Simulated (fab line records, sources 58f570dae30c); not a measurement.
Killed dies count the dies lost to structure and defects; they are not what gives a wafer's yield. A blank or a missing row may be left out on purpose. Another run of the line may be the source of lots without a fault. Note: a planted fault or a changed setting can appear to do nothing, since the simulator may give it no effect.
fab line records	flow berkeley-cmos170	part 1 of 2: steps 1 to 26 of 39
record lots=5	wafers=15	last-day=12
route steps=331 shown CONTACT@233 M1@238 V1@254 M2@271
lots that met no fault: from a run of the same line without faults
start-h: the number of hours between the record's first day and the start of the first shown wafer of the lot	wait-h: hours since the lot's step before	" repeats the value in the row above	L1.1+2: one row covering several wafers at once	- value missing, or start not given	* or withheld: withheld	< > ~ a bound
route shown NAME@n: names a module that has steps shown in the file, with the first one's number in the route	usual: mean/standard deviation taken from wafers without a fault	same: alike in all rows	chamber/n: place in a boat	sites: each site's reading	_std_site: the values' standard deviation	_edge_site: the outer-site mean with the inner-site mean subtracted	radius-mm: how far each site lies from the wafer's centre	mask NAME#n: copy n	behind: tool/chamber where the wafer was last shaped	hold: what put the lot on hold/how long, in hours/how the hold closed	device: the transistor (n, p or np) that didn't switch	end of line: at the end of the route, the tests of the same wafers	for a step that has no rows: nothing shown but its recipe	killed: count of dies lost to structure and defects at first sort (not the wafer's yield)	map: a wafer's dies, marking killed ones x, the rest . and places with no die _
set.NAME: the setting the step ran with; set.NAME@STEP: the setting that earlier step ran with	model.NAME: the simulator's own value behind a step, which no gauge read
lots seen at some steps along the route; tables by step, rows by wafer
services: from which hour (start-h, from the record's first day; less than 0 if before it) a tool's chamber was out of use, for how many hours, and why
## steps
# step UCB170_CONTACT_ETCH_17
# recipe chemistry=N2/H2	target-depth-a=withheld	overetch-a=withheld	target=BARC	time-s=withheld	source-w=500	bias-w=100	pressure-mtorr=30	n2-flow-sccm=100	h2-flow-sccm=200
# usual drypump-motor-current-A=5.7/0.46	oes-product-au=0.996/0.02	throttle-valve-pct=13.25/0.24
lot.wafer	tool	chamber	start-h	wait-h	drypump-motor-current-A	oes-product-au	throttle-valve-pct
L081.1	rie-diel-03	1	211.00	0.0	5.6	0.987	13.09
L081.2	"	2	"	"	5.5	0.995	13.47
L081.5	"	2	"	"	5.5	1.002	13.47
L087.1	rie-diel-04	0	245.68	0.0	6.0	1.016	13.34
L087.4	"	2	"	"	5.6	1.002	13.11
L087.5	"	0	"	"	6.0	1.028	13.32
L088.2	rie-diel-02	2	247.27	0.0	6.6	0.983	13.32
L088.4	"	0	"	"	5.0	0.951	13.56
L088.6	"	2	"	"	6.6	0.985	13.33
L096.3	rie-diel-03	3	272.01	0.0	5.0	1.016	13.67
L096.4	"	1	"	"	5.6	0.979	13.09
L096.5	"	2	"	"	5.5	0.995	13.46
L091.2	rie-diel-04	3	272.22	0.0	5.6	1.000	13.15
L091.4	"	1	"	"	6.4	1.014	13.17
L091.6	"	1	"	"	6.4	1.017	13.19
# step UCB170_CONTACT_ETCH_18
# recipe chemistry=CHF3/CF4/Ar	target=PSG	stop-on=TiSi2	CHF3_flow_sccm=45	cf4-flow-sccm=15	Ar_flow_sccm=150	pressure-mtorr=200	rf-w=700	target-depth-a=8400	over-etch-frac=0.2	time-s=195
# usual drypump-motor-current-A=5.7/0.46	oes-product-au=0.889/0.013	throttle-valve-pct=6.90/0.12
lot.wafer	tool	chamber	start-h	wait-h	drypump-motor-current-A	oes-product-au	rf-hours-counter-h	throttle-valve-pct
L081.1	rie-diel-03	1	-	-	5.6	0.894	19	6.76
L081.2	"	2	"	"	5.5	0.896	101	7.03
L081.5	"	2	"	"	5.5	0.898	-	7.04
L087.1	rie-diel-04	0	-	-	6.0	0.897	23	6.98
L087.4	"	2	"	"	5.6	0.894	19	6.80
L087.5	"	0	"	"	6.0	0.900	-	6.95
L088.2	rie-diel-02	2	-	-	6.6	0.878	6	6.96
L088.4	"	0	"	"	5.1	0.870	-	7.09
L088.6	"	2	"	"	6.6	0.889	-	6.97
L096.3	rie-diel-03	3	-	-	5.0	0.898	38	7.10
L096.4	"	1	"	"	5.6	0.880	22	6.79
L096.5	"	2	"	"	5.5	0.899	-	7.02
L091.2	rie-diel-04	3	-	-	5.6	0.895	120	6.85
L091.4	"	1	"	"	6.4	0.916	87	6.86
L091.6	"	1	"	"	6.3	0.916	-	6.84
# step UCB170_CONTACT_STRIP_19
# recipe chemistry=O2	power-w=400	pressure-mtorr=3500	platen-temp-c=withheld	o2-flow-sccm=400	overash-fraction=0.5
# usual drypump-motor-current-A=5.9/0.59	o2-flow-sccm=399.8/1.2	oes-product-au=0.726/0.004
lot.wafer	tool	chamber	start-h	wait-h	drypump-motor-current-A	o2-flow-sccm	oes-product-au	rf-hours-counter-h
L081.1	plasma-asher-03	1	211.17	-	4.9	399.0	0.730	45
L081.2	"	0	"	"	6.6	400.5	0.727	45
L081.5	"	1	"	"	4.9	398.3	0.724	-
L087.1	plasma-asher-01	0	245.85	-	6.5	400.6	0.727	14
L087.4	"	1	"	"	5.1	399.7	0.729	-
L087.5	"	1	"	"	5.1	397.5	0.728	-
L088.2	plasma-asher-01	1	247.43	-	5.1	401.8	0.727	15
L088.4	"	0	"	"	6.5	397.2	0.725	-
L088.6	"	1	"	"	5.1	402.7	0.720	-
L096.3	plasma-asher-03	0	272.21	-	6.6	397.8	0.730	-
L096.4	"	1	"	"	4.9	397.9	0.724	-
L096.5	"	1	"	"	4.9	399.0	0.728	-
L091.2	plasma-asher-02	1	272.38	-	6.0	399.1	0.718	58
L091.4	"	0	"	"	6.1	402.2	0.728	-
L091.6	"	0	"	"	6.1	402.3	0.723	-
# step UCB170_CONTACT_CD_MEAS_90
# recipe target-cd-nm=700
# usual cd-nm=699.6/1.8
lot.wafer	tool	chamber	start-h	wait-h	cd-nm
L081.1	cd-sem-01	-	211.27	0.1	698.3
L081.2	"	-	"	"	699.2
L081.5	"	-	"	"	700.4
L087.1	cd-sem-01	-	245.95	0.1	702.4
L087.4	"	-	"	"	702.8
L087.5	"	-	"	"	703.1
L088.2	cd-sem-02	-	247.55	0.1	696.5
L088.4	"	-	"	"	696.5
L088.6	"	-	"	"	696.7
L096.3	cd-sem-01	-	272.32	0.1	699.4
L096.4	"	-	"	"	699.6
L096.5	"	-	"	"	702.3
L091.2	cd-sem-02	-	272.50	0.1	699.8
L091.4	"	-	"	"	701.3
L091.6	"	-	"	"	700.7
# step UCB170_CONTACT_CLEAN_20
# recipe chemistry=SPM	temp-c=120	time-s=600
# usual bath-guard-temp-C=120.3/0.46
lot.wafer	tool	chamber	start-h	wait-h	bath-guard-temp-C
L081.1	wet-bench-02	0	211.39	0.1	120.9
L081.2	"	0	"	"	120.8
L081.5	"	0	"	"	121.2
L087.1	wet-bench-02	2	246.07	0.1	119.3
L087.4	"	2	"	"	119.5
L087.5	"	2	"	"	119.6
L088.2	wet-bench-01	3	249.51	1.9	120.4
L088.4	"	3	"	"	120.4
L088.6	"	3	"	"	120.3
L096.3	wet-bench-01	0	272.40	0.1	120.0
L096.4	"	0	"	"	119.9
L096.5	"	0	"	"	120.3
L091.2	wet-bench-01	1	272.60	0.1	120.1
L091.4	"	1	"	"	120.3
L091.6	"	1	"	"	119.9
# step UCB170_M1_SPUTTER_00
# recipe material=Al	target-thk-nm=600	time-s=80	power-w=6000	chamber-pressure-pa=0.5
# usual throttle-valve-pct=29.8/0.88
lot.wafer	tool	chamber	start-h	wait-h	throttle-valve-pct
L081.1	pvd-sputter-03	-	211.58	0.0	28.3
L081.2	"	-	"	"	29.6
L081.5	"	-	"	"	31.4
L087.1	pvd-sputter-03	-	246.26	0.0	29.7
L087.4	"	-	"	"	29.5
L087.5	"	-	"	"	29.3
L088.2	pvd-sputter-01	-	249.68	0.0	30.7
L088.4	"	-	"	"	28.3
L088.6	"	-	"	"	29.7
L096.3	pvd-sputter-01	-	272.57	0.0	29.5
L096.4	"	-	"	"	30.5
L096.5	"	-	"	"	30.8
L091.2	pvd-sputter-04	-	272.78	0.0	29.5
L091.4	"	-	"	"	29.5
L091.6	"	-	"	"	29.6
# step UCB170_M1_RS_MEAS_01
# recipe thk-meas-gauge=four-point-probe	reads=Al_of_M1_SPUTTER_00
# usual M1_AL_RS=0.0482/0.00053
lot.wafer	tool	chamber	start-h	wait-h	M1_AL_RS[ohm/sq]
L081.1	film-metro-01	-	211.64	0.0	0.0475
L081.2	"	-	"	"	0.0478
L081.5	"	-	"	"	0.0474
L087.1	film-metro-04	-	246.32	0.0	0.0475
L087.4	"	-	"	"	0.0476
L087.5	"	-	"	"	0.0477
L088.2	film-metro-01	-	249.76	0.1	0.0485
L088.4	"	-	"	"	0.0490
L088.6	"	-	"	"	0.0489
L096.3	film-metro-04	-	272.67	0.1	0.0478
L096.4	"	-	"	"	0.0476
L096.5	"	-	"	"	0.0478
L091.2	film-metro-01	-	272.86	0.1	0.0482
L091.4	"	-	"	"	0.0484
L091.6	"	-	"	"	0.0480
# step UCB170_M1_THK_MEAS_02
# recipe thk-meas-gauge=xrf	reads=Al_of_M1_SPUTTER_00
# usual M1_AL_THK=581/6.8
lot.wafer	tool	chamber	start-h	wait-h	M1_AL_THK[nm]
L081.1	film-metro-01	-	211.76	0.1	589
L081.2	"	-	"	"	586
L081.5	"	-	"	"	592
L087.1	film-metro-04	-	246.44	0.1	592
L087.4	"	-	"	"	588
L087.5	"	-	"	"	590
L088.2	film-metro-01	-	249.87	0.1	575
L088.4	"	-	"	"	576
L088.6	"	-	"	"	570
L096.3	film-metro-04	-	272.77	0.1	588
L096.4	"	-	"	"	587
L096.5	"	-	"	"	585
L091.2	film-metro-01	-	272.97	0.1	579
L091.4	"	-	"	"	580
L091.6	"	-	"	"	584
# step UCB170_M1_COAT_03
# recipe resist=BARC	temp-c=withheld	time-s=withheld	spin-rpm=3000	resist-thk-nm=withheld
lot.wafer	tool	chamber	start-h	wait-h
L081.1+2+5	litho-track-02	0	211.98	0.2
L087.1+4+5	litho-track-01	0	246.50	0.1
L088.2+4+6	litho-track-04	0	250.10	0.2
L096.3+4+5	litho-track-01	0	272.86	0.1
L091.2+4+6	litho-track-02	0	273.04	0.1
# step UCB170_M1_COAT_04
# recipe resist=KrF	spin-rpm=1500	resist-thk-nm=900
lot.wafer	tool	chamber	start-h	wait-h
L081.1+2+5	litho-track-02	0	-	-
L087.1+4+5	litho-track-01	0	-	-
L088.2+4+6	litho-track-04	0	-	-
L096.3+4+5	litho-track-01	0	-	-
L091.2+4+6	litho-track-02	0	-	-
# step UCB170_M1_SOFTBAKE_05
# recipe resist=KrF	temp-c=130	time-s=60
lot.wafer	tool	chamber	start-h	wait-h
L081.1+2+5	litho-track-02	0	-	-
L087.1+4+5	litho-track-01	0	-	-
L088.2+4+6	litho-track-04	0	-	-
L096.3+4+5	litho-track-01	0	-	-
L091.2+4+6	litho-track-02	0	-	-
# step UCB170_M1_EXPOSE_06
# recipe mask-id=METAL1	target-cd-nm=700	na=0.5	sigma-outer=0.6	source-shape=conventional	dose-mj=21
lot.wafer	tool	chamber	start-h	wait-h	mask
L081.1+2+5	krf-scanner-01	0	212.56	-	METAL1#0
L087.1+4+5	krf-scanner-01	0	246.95	-	METAL1#0
L088.2+4+6	krf-scanner-02	0	250.67	-	METAL1#0
L096.3+4+5	krf-scanner-01	0	273.30	-	METAL1#0
L091.2+4+6	krf-scanner-02	0	273.61	-	METAL1#0
# step UCB170_M1_PEB_07
# recipe peb-temp-c=130	peb-time-s=withheld	resist=KrF
lot.wafer	tool	chamber	start-h	wait-h
L081.1+2+5	litho-track-01	0	212.67	0.1
L087.1+4+5	litho-track-01	0	247.07	0.1
L088.2+4+6	litho-track-04	0	251.00	0.3
L096.3+4+5	litho-track-04	0	273.48	0.2
L091.2+4+6	litho-track-01	0	273.74	0.1
# step UCB170_M1_DEVELOP_08
# recipe developer=TMAH	develop-time-s=45	resist=KrF	dev-temp-c=21
lot.wafer	tool	chamber	start-h	wait-h
L081.1+2+5	litho-track-01	0	-	-
L087.1+4+5	litho-track-01	0	-	-
L088.2+4+6	litho-track-04	0	-	-
L096.3+4+5	litho-track-04	0	-	-
L091.2+4+6	litho-track-01	0	-	-
# step UCB170_M1_CD_MEAS_09
# recipe target-cd-nm=700
# usual cd-nm=699.7/1.5
lot.wafer	tool	chamber	start-h	wait-h	cd-nm
L081.1	cd-sem-02	-	212.95	-	698.3
L081.2	"	-	"	"	697.4
L081.5	"	-	"	"	698.9
L087.1	cd-sem-01	-	247.34	-	701.1
L087.4	"	-	"	"	701.2
L087.5	"	-	"	"	700.6
L088.2	cd-sem-02	-	251.27	-	699.7
L088.4	"	-	"	"	699.6
L088.6	"	-	"	"	698.5
L096.3	cd-sem-02	-	273.75	-	701.8
L096.4	"	-	"	"	700.1
L096.5	"	-	"	"	702.6
L091.2	cd-sem-02	-	274.01	-	700.4
L091.4	"	-	"	"	701.5
L091.6	"	-	"	"	701.0
# step UCB170_M1_OVL_MEAS_10
# usual M1_OVL=0/4.7
lot.wafer	tool	chamber	start-h	wait-h	M1_OVL[nm]
L081.1	overlay-01	-	213.07	0.1	-6
L081.2	"	-	"	"	0
L081.5	"	-	"	"	-4
L087.1	overlay-02	-	247.46	0.1	-5
L087.4	"	-	"	"	3
L087.5	"	-	"	"	5
L088.2	overlay-01	-	251.38	0.1	2
L088.4	"	-	"	"	0
L088.6	"	-	"	"	5
L096.3	overlay-01	-	273.84	0.1	-1
L096.4	"	-	"	"	4
L096.5	"	-	"	"	2
L091.2	overlay-02	-	274.11	0.1	-1
L091.4	"	-	"	"	-7
L091.6	"	-	"	"	-3
# step UCB170_M1_ETCH_11
# recipe chemistry=N2/H2	target-depth-a=withheld	overetch-a=withheld	target=BARC	time-s=withheld	source-w=500	bias-w=100	pressure-mtorr=30	n2-flow-sccm=100	h2-flow-sccm=200
# usual drypump-motor-current-A=5.8/0.45	oes-product-au=1.008/0.023	throttle-valve-pct=13.33/0.2
lot.wafer	tool	chamber	start-h	wait-h	drypump-motor-current-A	oes-product-au	throttle-valve-pct
L081.1	rie-diel-03	3	213.10	0.0	5.0	1.004	13.68
L081.2	"	2	"	"	5.5	0.999	13.47
L081.5	"	1	"	"	5.6	0.987	13.06
L087.1	rie-diel-01	0	247.50	0.0	6.3	1.018	13.39
L087.4	"	3	"	"	6.6	0.996	13.10
L087.5	"	0	"	"	6.3	1.022	13.40
L088.2	rie-diel-03	2	251.41	0.0	5.5	0.988	13.47
L088.4	"	2	"	"	5.5	0.992	13.46
L088.6	"	3	"	"	5.0	1.010	13.67
L096.3	rie-diel-03	2	273.86	0.0	5.5	0.996	13.47
L096.4	"	0	"	"	6.2	0.994	13.33
L096.5	"	0	"	"	6.3	0.994	13.32
L091.2	rie-diel-04	0	274.14	0.0	6.0	1.025	13.33
L091.4	"	1	"	"	6.3	1.014	13.18
L091.6	"	3	"	"	5.6	1.009	13.16
# step UCB170_M1_METAL_ETCH_12
# recipe chemistry=Cl2/BCl3	target=Al	stop-on=PSG	pressure-mtorr=12	target-depth-a=7800	over-etch-frac=0.3	time-s=130	icp-w=600	bias-w=120	Cl2_flow_sccm=90	bcl3-flow-sccm=45
# usual drypump-motor-current-A=6.0/0.56	oes-product-au=0.862/0.022	throttle-valve-pct=24.55/0.24
lot.wafer	tool	chamber	start-h	wait-h	drypump-motor-current-A	oes-product-au	rf-hours-counter-h	throttle-valve-pct
L081.1	rie-metal-04	0	213.14	-	5.7	0.876	7.3	24.36
L081.2	"	1	"	"	6.6	0.887	0.8	24.90
L081.5	"	1	"	"	6.5	0.889	-	24.89
L087.1	rie-metal-04	1	247.54	-	6.6	0.887	1.8	24.88
L087.4	"	1	"	"	6.6	0.899	-	24.89
L087.5	"	0	"	"	5.7	0.864	-	24.36
L088.2	rie-metal-02	1	251.45	-	4.8	0.830	3.2	24.60
L088.4	"	0	"	"	6.3	0.869	-	24.52
L088.6	"	1	"	"	4.8	0.823	-	24.62
L096.3	rie-metal-04	0	273.95	-	5.7	0.870	-	24.37
L096.4	"	1	"	"	6.5	0.887	-	24.88
L096.5	"	1	"	"	6.5	0.888	-	24.89
L091.2	rie-metal-02	1	274.18	-	4.8	0.837	3.7	24.61
L091.4	"	1	"	"	4.9	0.822	-	24.60
L091.6	"	0	"	"	6.3	0.874	-	24.54
# step UCB170_M1_STRIP_13
# recipe chemistry=O2	power-w=400	pressure-mtorr=3500	platen-temp-c=withheld	o2-flow-sccm=400	overash-fraction=0.5
# usual drypump-motor-current-A=5.6/0.57	o2-flow-sccm=400.0/1.2	oes-product-au=0.720/0.0045
lot.wafer	tool	chamber	start-h	wait-h	drypump-motor-current-A	o2-flow-sccm	oes-product-au	rf-hours-counter-h
L081.1	plasma-asher-04	1	213.28	0.1	5.4	400.1	0.711	44
L081.2	"	0	"	"	5.0	401.8	0.725	44
L081.5	"	0	"	"	5.0	400.4	0.727	-
L087.1	plasma-asher-02	0	247.67	0.1	6.1	399.5	0.719	55
L087.4	"	1	"	"	6.0	399.3	0.715	-
L087.5	"	1	"	"	6.0	398.2	0.728	-
L088.2	plasma-asher-03	1	251.59	0.1	4.9	402.7	0.717	48
L088.4	"	1	"	"	4.9	402.0	0.720	-
L088.6	"	0	"	"	6.6	401.3	0.722	-
L096.3	plasma-asher-03	1	274.07	0.1	4.9	400.6	0.724	-
L096.4	"	0	"	"	6.6	400.6	0.722	-
L096.5	"	1	"	"	4.9	400.1	0.715	-
L091.2	plasma-asher-02	1	274.32	0.1	6.0	401.7	0.726	58
L091.4	"	1	"	"	6.0	399.7	0.723	-
L091.6	"	0	"	"	6.1	397.4	0.710	-
# step UCB170_M1_CD_MEAS_90
# recipe target-cd-nm=700
# usual cd-nm=698.9/2.2
lot.wafer	tool	chamber	start-h	wait-h	cd-nm
L081.1	cd-sem-01	-	213.38	0.1	701.1
L081.2	"	-	"	"	696.1
L081.5	"	-	"	"	696.6
L087.1	cd-sem-01	-	247.77	0.1	701.9
L087.4	"	-	"	"	702.1
L087.5	"	-	"	"	700.9
L088.2	cd-sem-02	-	251.71	0.1	696.7
L088.4	"	-	"	"	699.2
L088.6	"	-	"	"	696.9
L096.3	cd-sem-01	-	274.18	0.1	703.4
L096.4	"	-	"	"	700.1
L096.5	"	-	"	"	699.5
L091.2	cd-sem-02	-	274.44	0.1	700.0
L091.4	"	-	"	"	699.8
L091.6	"	-	"	"	702.3
# step UCB170_M1_ANNEAL_14
# recipe temp-c=400	time-s=1200	ambient=forming-gas
# usual zone-power-centre-pct=17.46/0.18
lot.wafer	tool	chamber	start-h	wait-h	zone-power-centre-pct
L081.1	furnace-03	0	213.50	0.1	17.66
L081.2	"	0	"	"	17.63
L081.5	"	0	"	"	17.32
L087.1	furnace-03	0	248.82	1.0	17.46
L087.4	"	0	"	"	17.59
L087.5	"	0	"	"	17.36
L088.2	furnace-03	0	251.81	0.1	17.47
L088.4	"	0	"	"	17.44
L088.6	"	0	"	"	17.42
L091.2	furnace-03	0	275.42	1.0	17.35
L091.4	"	0	"	"	17.72
L091.6	"	0	"	"	17.52
L096.3	furnace-03	0	275.42	1.2	17.46
L096.4	"	0	"	"	17.33
L096.5	"	0	"	"	17.63
# step UCB170_V1_CVD_00
# recipe material=SiO2	target-thk-nm=2000	temp-c=390	precursor=TEOS/O2	time-s=250	rf-w=550	pressure-mtorr=9000
# usual heater-power-w=263/67
lot.wafer	tool	chamber	start-h	wait-h	heater-power-w
L081.1	pecvd-01	1	214.83	0.0	246
L081.2	"	0	"	"	200
L081.5	"	0	"	"	152
L087.1	pecvd-01	0	250.15	0.0	184
L087.4	"	1	"	"	268
L087.5	"	0	"	"	229
L088.2	pecvd-04	1	253.14	0.0	343
L088.4	"	0	"	"	227
L088.6	"	1	"	"	249
L091.2	pecvd-04	0	276.75	0.0	241
L091.4	"	2	"	"	190
L091.6	"	1	"	"	345
L096.3	pecvd-01	0	276.75	0.0	228
L096.4	"	2	"	"	436
L096.5	"	1	"	"	185
# step UCB170_V1_THK_MEAS_01
# recipe reads=SiO2_of_V1_CVD_00
# usual V1_TEOS_THK=2005/26
lot.wafer	tool	chamber	start-h	wait-h	V1_TEOS_THK[nm]
L081.1	film-metro-02	-	214.99	0.1	1991
L081.2	"	-	"	"	1971
L081.5	"	-	"	"	2020
L087.1	film-metro-04	-	250.30	0.1	2031
L087.4	"	-	"	"	2043
L087.5	"	-	"	"	2059
L088.2	film-metro-03	-	253.31	0.1	1981
L088.4	"	-	"	"	2049
L088.6	"	-	"	"	2014
L091.2	film-metro-03	-	276.92	0.1	2004
L091.4	"	-	"	"	2033
L091.6	"	-	"	"	2031
L096.3	film-metro-02	-	276.93	0.1	1999
L096.4	"	-	"	"	2024
L096.5	"	-	"	"	2000
# step UCB170_V1_CMP_02
# recipe material=SiO2	down-force-psi=6	platen-rpm=60	pad-velocity-m-s=0.75398
# usual head-pressure-psi=5.999/0.012	motor-current-A=15.9/1.3
lot.wafer	tool	chamber	start-h	wait-h	head-pressure-psi	motor-current-A
L081.2	cmp-02	1	215.15	0.1	5.996	13.6
L081.1	"	2	"	"	5.987	16.1
L081.5	"	3	"	"	6.003	14.4
L087.1	cmp-02	3	250.36	0.1	5.992	15.4
L087.4	"	1	"	"	6.021	14.6
L087.5	"	3	"	"	6.006	15.3
L088.4	cmp-01	1	253.36	0.0	6.021	15.0
L088.2	"	3	"	"	6.000	14.5
L088.6	"	2	"	"	5.998	17.3
L096.3	cmp-02	2	276.97	0.0	5.997	16.3
L096.4	"	1	"	"	5.992	14.8
L096.5	"	3	"	"	6.005	15.2
L091.4	cmp-02	2	277.27	0.3	5.980	15.8
L091.2	"	3	"	"	5.997	14.5
L091.6	"	2	"	"	5.986	16.1
# step UCB170_V1_BOW_MEAS_03
# recipe mode=bow
# usual V1_BOW=20/7
lot.wafer	tool	chamber	start-h	wait-h	V1_BOW[um]
L081.1	film-metro-02	-	215.35	0.1	33
L081.2	"	-	"	"	23
L081.5	"	-	"	"	30
L087.1	film-metro-04	-	250.66	0.2	26
L087.4	"	-	"	"	32
L087.5	"	-	"	"	27
L088.2	film-metro-04	-	253.68	0.2	16
L088.4	"	-	"	"	20
L088.6	"	-	"	"	27
L096.3	film-metro-02	-	277.31	0.3	9
L096.4	"	-	"	"	35
L096.5	"	-	"	"	24
L091.2	film-metro-03	-	277.59	0.2	21
L091.4	"	-	"	"	29
L091.6	"	-	"	"	20
# step UCB170_V1_THK_MEAS_04
# recipe reads=SiO2_of_V1_CVD_00
# usual V1_POLISHED_THK=1000.0/1.1
lot.wafer	tool	chamber	start-h	wait-h	V1_POLISHED_THK[nm]
L081.1	film-metro-02	-	215.47	0.1	1000.9
L081.2	"	-	"	"	1000.4
L081.5	"	-	"	"	1001.5
L087.1	film-metro-04	-	250.78	0.1	1000.4
L087.4	"	-	"	"	1001.0
L087.5	"	-	"	"	1001.3
L088.2	film-metro-04	-	253.79	0.1	1001.4
L088.4	"	-	"	"	1000.4
L088.6	"	-	"	"	1000.8
L096.3	film-metro-02	-	277.41	0.1	998.7
L096.4	"	-	"	"	1000.8
L096.5	"	-	"	"	1000.3
L091.2	film-metro-03	-	277.70	0.1	999.4
L091.4	"	-	"	"	999.6
L091.6	"	-	"	"	1000.2
